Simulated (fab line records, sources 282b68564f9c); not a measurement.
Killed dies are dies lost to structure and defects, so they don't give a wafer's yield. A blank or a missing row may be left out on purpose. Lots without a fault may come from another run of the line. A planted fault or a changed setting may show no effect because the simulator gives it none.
Which tool did it? | flow rit_cmos | 7 lots, 21 wafers sampled, at 2 steps of a route of 202

WHAT THE GAUGES READ, wafer by wafer
RIT_ACTIVE_THK_MEAS_02.
lot  | measured    | on            | ACTIVE_OXIDE_THK (nm)
L607 | day 1 17:03 | film_metro-02 | 49.1 48.6 48.5
L611 | day 2 13:04 | film_metro-03 | 49.2 49.2 49.6
L616 | day 3 14:04 | film_metro-03 | 47.6 48.5 47.5
L618 | day 4 00:04 | film_metro-01 | 47.6 47.4 47.4
L622 | day 4 20:04 | film_metro-01 | 38.5 38.9 38.5
L624 | day 5 06:15 | film_metro-03 | 39.4 39.4 39.2
L628 | day 6 02:04 | film_metro-01 | 47.4 47.1 47.8

WHICH TOOL RAN EACH LOT (tool, then ch and the chambers of the sampled wafers, then the start)
lot  | RIT_ACTIVE_OXIDATION_01
L607 | furnace-02 ch 0, day 1 15:07
L611 | furnace-01 ch 0, day 2 11:07
L616 | furnace-02 ch 0, day 3 12:07
L618 | furnace-02 ch 0, day 3 22:07
L622 | furnace-02 ch 0, day 4 18:07
L624 | furnace-02 ch 0, day 5 04:17
L628 | furnace-04 ch 0, day 6 00:07
- RIT_ACTIVE_OXIDATION_01: target thk 46.8 nm, ox time 3513 s.

THE ANSWER, worked out from the rows above alone
Rule: what is usual is taken from the lots themselves. Put in order of their means at a reading, lots are off if they are a third of the lots or fewer, leave a main group of 4 or more, and stand apart from it by a gap of 3 or more times the standard deviation of the main group's means; of several such gaps the widest counts. A main group whose means are all the same, to the digits that the tables above print for the reading, isn't used. A lot without any number at a reading at which 4 lots or more have one is off too. The other lots that the step has rows for count as sound.
Off: L622, L624, at RIT_ACTIVE_THK_MEAS_02 (ACTIVE_OXIDE_THK). The main group: mean 48.2 nm, standard deviation 0.75.
A tool fits if, at a process step before that reading, it ran every lot that is off, and no sound lot after the first of them. The gauges at RIT_ACTIVE_THK_MEAS_02 are tried like those tools. One fits: furnace-02 at RIT_ACTIVE_OXIDATION_01. Its last sound lot is L618 (day 3 22:07), its first lot that is off L622 (day 4 18:07): a fault that began between those two fits.

WHAT THE SIMULATOR HAD PUT IN
Process parameter drift: furnace-02, from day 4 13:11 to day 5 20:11, at RIT_ACTIVE_OXIDATION_01. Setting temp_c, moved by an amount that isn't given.
Lots struck among those shown: L622, L624. The rule above found the same.
